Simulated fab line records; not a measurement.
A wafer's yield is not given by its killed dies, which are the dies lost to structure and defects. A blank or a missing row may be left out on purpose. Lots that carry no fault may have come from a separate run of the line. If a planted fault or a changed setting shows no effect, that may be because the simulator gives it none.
Problem report, 8D (eight disciplines) form, completed by code :: flow berkeleyCmos170 :: the parts of the form that need people (team, actions taken, sign-off) are left out

== 1. THE ISSUE ==
tiltDeg at UCB170_NWELL_IMPLANT_14 reads a mean of 7.734 degrees on 6 wafers of 2 lots; wafers without a fault read 6.998 degrees with a standard deviation of 0.021. That puts it +35 standard deviations away from the usual mean.
Seen first at day 5 21:46 on implanter-04, wafer L138.2. At this step, 42 wafers from 14 lots have a number in the record. By rule, "out" or "out of limits" means more than 4 standard deviations away from the usual mean. Any other wafer with a number is counted as sound.

== 2. WHAT IT IS AND WHAT IT IS NOT ==
question: which readings at this step
is: tiltDeg
is not: beamOnS

question: which lots
is: L138, L139
is not: L122, L123, L124, L125, L126, L127, L128, L130, L132, L133, L134, L143

question: which wafers of those lots
is: all that have a number
is not: -

question: read on which tools
is: implanter-04
is not: implanter-02, implanter-03

question: when
is: from day 5 21:46
is not: up to then (33 sound wafers); but 3 sound wafers of L143 came after

== 3. SUSPECTS, AND WHAT RULES EACH OUT ==
Counting: a tool at any process step up to the reading remains a suspect when it ran all the lots that are out and ran no sound lot after the first of those.
- implanter-04 at UCB170_NWELL_IMPLANT_14: kept. It processed each lot that is out, first L138 at day 5 21:46, and no sound lot thereafter; up to then, the last sound lot it processed was L127 at day 3 16:42. Out on those wafers are its own readings of tiltDeg.
After counting, what remains is implanter-04 at UCB170_NWELL_IMPLANT_14.

== 4. THE CAUSE (what the simulator had put in) ==
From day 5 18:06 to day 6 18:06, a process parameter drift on implanter-04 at UCB170_NWELL_IMPLANT_14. From 7, the setting tiltDeg moved by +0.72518. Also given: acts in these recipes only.
This tool alone remained once counting was done.

== 5. THE EFFECT CHAIN, in route order ==
Rows list readings where the struck wafers' mean (over those with a number) sits beyond 3 standard deviations from the usual. Only readings for which the record gives a usual standard deviation are gone through. hours: the time from each lot's start at the first step in this table that gives one to its start at this step, as a median over the lots. sigmas: the change in usual standard deviations.
hours: 0
step: UCB170_NWELL_IMPLANT_14
reading: tiltDeg
usual: 6.998 degrees
on struck wafers: 7.734
change: +0.736
sigmas: +35
It contains these process steps:
- UCB170_NWELL_IMPLANT_14
Later steps that measure or inspect, where all struck wafers having a row at the step show a number for every such reading and not one has moved that far: UCB170_FIELD_THK_MEAS_91.

== 6. WHAT WOULD HAVE CAUGHT IT SOONER ==
The fault began at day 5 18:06; the first out-of-limits reading in this record came at day 5 21:46, 4 hours later.
